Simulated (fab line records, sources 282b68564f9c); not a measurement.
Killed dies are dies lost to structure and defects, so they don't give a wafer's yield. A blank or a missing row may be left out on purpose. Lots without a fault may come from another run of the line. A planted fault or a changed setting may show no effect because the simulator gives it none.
Split-lot experiment | flow rit_cmos | 5 lots, 23 wafers read, on a route of 202 steps

THE SPLIT
At RIT_NLDD_IMPLANT_08, the setting energy_kev was moved away from the recipe's 20 on 10 of the 23 wafers read, by -5.9% to +4.7%. The other wafers ran this setting at the recipe's value.

FROM THE SPLIT TO THE READING: what the file shows between them, 1 step
- RIT_NLDD_STRIP_09: strips in O2, time 180 s

THE READING
NLDD_TW, at RIT_NLDD_TW_MEAS_10. Fault-free wafers of this fab line usually give 2482, standard deviation 18.

wafer  | tool, chamber at the split | energy_kev as run | against the recipe | NLDD_TW | against lot-mates on the recipe
L074.1 | implanter-03, 0            | 19.35             | -3.2%              | 2462    | -21
L074.2 | implanter-03, 0            | 20                | recipe             | 2476    | -
L074.4 | implanter-03, 0            | 20                | recipe             | 2490    | -
L074.5 | implanter-03, 0            | 19.35             | -3.2%              | 2473    | -10
L074.6 | implanter-03, 0            | 19.35             | -3.2%              | 2465    | -18
L076.1 | implanter-03, 0            | 20                | recipe             | 2471    | -
L076.2 | implanter-03, 0            | 20.41             | +2.0%              | 2483    | +20
L076.3 | implanter-03, 0            | 20                | recipe             | 2461    | -
L076.4 | implanter-03, 0            | 20.41             | +2.0%              | 2482    | +19
L076.6 | implanter-03, 0            | 20                | recipe             | 2457    | -
L079.1 | implanter-03, 0            | 20                | recipe             | 2439    | -
L079.2 | implanter-03, 0            | 20                | recipe             | 2462    | -
L079.3 | implanter-03, 0            | 20                | recipe             | 2457    | -
L084.1 | implanter-02, 0            | 20.94             | +4.7%              | 2521    | +32
L084.2 | implanter-02, 0            | 20                | recipe             | 2489    | -
L084.3 | implanter-02, 0            | 20                | recipe             | 2486    | -
L084.4 | implanter-02, 0            | 20.94             | +4.7%              | 2526    | +37
L084.6 | implanter-02, 0            | 20                | recipe             | 2493    | -
L085.2 | implanter-01, 0            | 18.83             | -5.9%              | 2470    | -30
L085.3 | implanter-01, 0            | 20                | recipe             | 2501    | -
L085.4 | implanter-01, 0            | 18.83             | -5.9%              | 2450    | -50
L085.5 | implanter-01, 0            | 20                | recipe             | 2499    | -
L085.6 | implanter-01, 0            | 18.83             | -5.9%              | 2445    | -55

THE FIT
A straight line over all 23 wafers: NLDD_TW changes by +5.25 for each +1% of energy_kev; r = +0.67; the points scatter about the line by 17.
The same after taking each lot's own level away (the mean of its wafers on the recipe; 23 wafers): +7.3 for each +1%; r = +0.94; scatter 7.4.
On that fit, the largest move of energy_kev shifts the reading by 43.
The lots' own levels span 2452.7 to 2500.0, that is 2.6 times the standard deviation above.
So the lot-to-lot level blurs the effect unless lot-mates are compared.
Check: with one of the wafers moved furthest among these (-5.9%) left out of the fit, the line predicts -44.5 for it against its lot-mates. It came out at -30 against them.

OTHER SPLITS ON THESE WAFERS
These wafers also went through other splits before the reading. Each is held against what the fit with the lots' levels taken away leaves over:
other split on the same wafers       | wafers away from the commonest value | r with NLDD_TW (lot level and that fit taken away)
RIT_ACTIVE_OXIDATION_01 ox_time_s    | 10                                   | -0.09
RIT_FOX2_OXIDATION_00 temp_c         | 18                                   | -0.11
RIT_NWELL_IMPLANT_08 energy_kev      | 4                                    | +0.11
RIT_NRETRO_COAT_01 spin_rpm          | 8                                    | +0.05
RIT_NRETRO_DEVELOP_05 develop_time_s | 10                                   | -0.18
RIT_GATE_CLEAN_01 time_s             | 10                                   | +0.18
RIT_GATE_COAT_11 resist_thk_nm       | 6                                    | -0.02
RIT_GATE_ETCH_19 time_s              | 9                                    | +0.13

THE WHOLE CHAIN: every reading that the file lists as answering this split, in the file's order
step                | what it does | reading                                                               | change (the file's fit)           | r (the file's)
RIT_NLDD_TW_MEAS_10 |              | NLDD_TW                                                               | +7.23 for each +1% of the setting | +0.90
RIT_M1_PROBE_99     |              | etest.nldd.rs_ohm_sq (the simulator's own value, which no gauge read) | -3.43 for each +1% of the setting | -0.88

THE FILE'S OWN FIT
NLDD_TW changes by +7.23 for each +1% of energy_kev, r = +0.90.
